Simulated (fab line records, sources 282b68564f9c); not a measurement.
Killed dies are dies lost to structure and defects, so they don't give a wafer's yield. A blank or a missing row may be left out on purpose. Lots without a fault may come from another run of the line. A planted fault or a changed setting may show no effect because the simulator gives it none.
Which tool did it? | flow rit_cmos | 13 lots, 39 wafers sampled, at 2 steps of a route of 202

WHAT THE GAUGES READ, wafer by wafer
RIT_CONTACT_THK_MEAS_01.
lot  | measured    | on            | CONTACT_TEOS_THK (nm)
L828 | day 3 02:05 | film_metro-01 | 402 412 411
L829 | day 3 09:32 | film_metro-04 | 397 407 400
L830 | day 3 14:02 | film_metro-03 | 404 410 411
L831 | day 3 18:37 | film_metro-03 | 404 406 415
L832 | day 3 23:58 | film_metro-04 | 392 392 395
L833 | day 4 07:04 | film_metro-03 | 403 394 401
L834 | day 4 09:55 | film_metro-01 | 394 402 402
L835 | day 4 18:32 | film_metro-03 | 397 396 405
L840 | day 5 13:47 | film_metro-01 | 406 408 327
L843 | day 6 06:04 | film_metro-01 | 395 321 407
L847 | day 7 02:08 | film_metro-01 | 397 391 404
L848 | day 7 10:25 | film_metro-04 | 402 405 405
L850 | day 7 18:30 | film_metro-04 | 385 400 399

WHICH TOOL RAN EACH LOT (tool, then ch and the chambers of the sampled wafers, then the start)
lot  | RIT_CONTACT_CVD_00
L828 | pecvd-04 ch 0,1,2, day 3 02:02
L829 | pecvd-03 ch 0,1,2, day 3 09:29
L830 | pecvd-02 ch 1,2, day 3 13:59
L831 | pecvd-04 ch 1,2, day 3 18:34
L832 | pecvd-03 ch 1,2, day 3 23:55
L833 | pecvd-02 ch 0,1,2, day 4 07:01
L834 | pecvd-04 ch 0,1,2, day 4 09:52
L835 | pecvd-03 ch 0,1,2, day 4 18:28
L840 | pecvd-04 ch 1,2, day 5 13:44
L843 | pecvd-04 ch 0,1,2, day 6 06:01
L847 | pecvd-03 ch 0,1,2, day 7 02:05
L848 | pecvd-02 ch 0,2, day 7 10:22
L850 | pecvd-03 ch 0,1,2, day 7 18:27
- RIT_CONTACT_CVD_00: deposits SiO2 from TEOS, target thk 400 nm, time 61 s.

WHAT THE TOOLS THEMSELVES READ (means of the sampled wafers that have a number; where no wafer has one, the mark that the record gives instead)
RIT_CONTACT_CVD_00.
lot  | tool     | heater_power_w (W) | rf_fwd_power_W (W) | run_length_s (s) | susceptor_temp_C (C)
L828 | pecvd-04 | 359                | 396.3              | 88.2             | 389.93
L829 | pecvd-03 | 326                | 396.6              | 88.7             | 390.06
L830 | pecvd-02 | 406                | 395.6              | 89.0             | 390.12
L831 | pecvd-04 | 316                | 394.7              | 87.7             | 390.09
L832 | pecvd-03 | 391                | 398.4              | 88.7             | 390.06
L833 | pecvd-02 | 354                | 398.2              | 89.5             | 389.93
L834 | pecvd-04 | 360                | 396.3              | 87.9             | 389.94
L835 | pecvd-03 | 357                | 395.8              | 88.6             | 390.06
L840 | pecvd-04 | 346                | 399.9              | 84.1             | 389.88
L843 | pecvd-04 | 329                | 398.6              | 83.9             | 389.98
L847 | pecvd-03 | 351                | 395.6              | 89.1             | 390.13
L848 | pecvd-02 | 363                | 395.2              | 89.4             | 390.10
L850 | pecvd-03 | 379                | 396.1              | 88.7             | 389.79

THE ANSWER, worked out from the rows above alone
Rule: what is usual is taken from the lots themselves. Put in order of their means at a reading, lots are off if they are a third of the lots or fewer, leave a main group of 4 or more, and stand apart from it by a gap of 3 or more times the standard deviation of the main group's means; of several such gaps the widest counts. A main group whose means are all the same, to the digits that the tables above print for the reading, isn't used. A lot without any number at a reading at which 4 lots or more have one is off too. The other lots that the step has rows for count as sound. The gauges are gone through in route order, then the tools' own readings, and for those a lot's mean is taken as printed above. The first step at which some lot is off is used, and at that step the reading that is off furthest; a lot without a number counts as furthest.
Off: L840, L843, at RIT_CONTACT_CVD_00 (run_length_s). The main group: mean 88.7 s, standard deviation 0.55.
A tool fits if, at that step or a process step before it, it ran every lot that is off, and no sound lot after the first of them. One fits: pecvd-04 at RIT_CONTACT_CVD_00. Its last sound lot is L834 (day 4 09:52), its first lot that is off L840 (day 5 13:44): a fault that began between those two fits.
The tool's own readings at RIT_CONTACT_CVD_00 bear it out: on the lots that are off they differ by more than 5 times the standard deviation of the sound lots' means. run_length_s reads 84.0 s there against 88.7 s on the sound lots.

WHAT THE SIMULATOR HAD PUT IN
Process parameter drift: pecvd-04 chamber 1, from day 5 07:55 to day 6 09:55, at RIT_CONTACT_CVD_00. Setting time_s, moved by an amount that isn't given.
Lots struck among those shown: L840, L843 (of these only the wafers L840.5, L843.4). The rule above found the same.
